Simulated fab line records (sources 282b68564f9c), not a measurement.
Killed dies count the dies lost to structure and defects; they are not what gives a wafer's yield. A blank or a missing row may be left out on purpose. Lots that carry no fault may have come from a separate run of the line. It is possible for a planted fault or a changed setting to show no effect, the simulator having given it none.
The tool behind it: which one?	flow rit-cmos	9 lots with 27 wafers sampled at 2 steps, on a route of 202 steps

## WHAT EACH GAUGE READ, for each wafer
The record holds no reading of a measuring or inspecting step that can be judged against a usual standard deviation.

## WHAT TOOL EACH LOT RAN ON (gives the tool, then ch and the chambers of the sampled wafers, and finally the start)
lot	RIT_SILICIDE_RTA_04	RIT_M1_PROBE_99
L231	rtp-anneal-02 ch 0, day 3 08:05	-
L232	rtp-anneal-01 ch 0, day 3 09:39	-
L242	rtp-anneal-01 ch 0, day 5 10:59	-
L244	rtp-anneal-01 ch 0, day 5 18:56	prober-02, day 6 01:43
L245	rtp-anneal-02 ch 0, day 6 01:50	prober-01, day 6 08:25
L247	rtp-anneal-02 ch 0, day 6 11:16	prober-01, day 6 18:43
L249	rtp-anneal-02 ch 0, day 6 21:08	-
L251	rtp-anneal-02 ch 0, day 7 07:25	prober-01, day 7 14:43
L253	rtp-anneal-02 ch 0, day 7 18:08	-
- RIT_SILICIDE_RTA_04: time 10 s, ramp up 5 s, ramp down 5 s.
- RIT_M1_PROBE_99

## WHAT THE TOOLS THEMSELVES READ (means of the sampled wafers that have a number; where no wafer has one, the mark that the record gives instead)
RIT_SILICIDE_RTA_04.
lot	tool	wafer_temp_C_max
L231	rtp-anneal-02	652.3
L232	rtp-anneal-01	653.1
L242	rtp-anneal-01	657.4
L244	rtp-anneal-01	657.1
L245	rtp-anneal-02	652.0
L247	rtp-anneal-02	652.5
L249	rtp-anneal-02	652.3
L251	rtp-anneal-02	652.2
L253	rtp-anneal-02	652.3

RIT_M1_PROBE_99.
lot	tool	killed-at-contacts	killed-at-front-end	killed-dies	killed-open	killed-short
L244	prober-02	0.7	7.0	7.7	3.7	4.0
L245	prober-01	0.0	5.3	5.3	3.3	2.0
L247	prober-01	0.0	5.7	5.7	3.3	2.3
L251	prober-01	0.3	6.3	6.7	3.3	3.3

## THE ANSWER, worked out from the rows above alone
Rule: the lots themselves supply what counts as usual. Put in order of their means at a reading, lots are off if they are a third of the lots or fewer, leave a main group of 4 or more, and stand apart from it by a gap of 3 or more times the standard deviation of the main group's means; of several such gaps the widest counts. A main group whose means are all the same, to the digits that the tables above print for the reading, isn't used. A lot without any number at a reading at which 4 lots or more have one is off too. All remaining lots with rows at the step are treated as sound. Order of review: gauges by route order, followed by the tools' own readings, for which a lot's mean as printed above is used. The first step at which some lot is off is used, and at that step the reading that is off furthest; a lot without a number counts as furthest.
Off at RIT_SILICIDE_RTA_04 (wafer_temp_C_max): L242, L244. The main group: mean 652.4, standard deviation 0.32.
If a tool, at that step or one of the process steps before it, ran each lot that is off and ran no sound lot following the first of them, it fits. One fits: RIT_SILICIDE_RTA_04 on rtp-anneal-01. Its last sound lot is L232 (day 3 09:39), its first lot that is off L242 (day 5 10:59): a fault that began between those two fits.
On the lots that are off, the tool's own readings at RIT_SILICIDE_RTA_04 differ by more than 5 times the standard deviation of the sound lots' means, which bears it out; wafer_temp_C_max reads 657.2 there versus 652.4 on the sound lots.

## WHAT HAD BEEN PUT IN BY THE SIMULATOR
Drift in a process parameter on rtp-anneal-01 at RIT_SILICIDE_RTA_04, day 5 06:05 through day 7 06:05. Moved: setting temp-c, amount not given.
Shown lots that were struck: L242, L244. The rule above found the same.
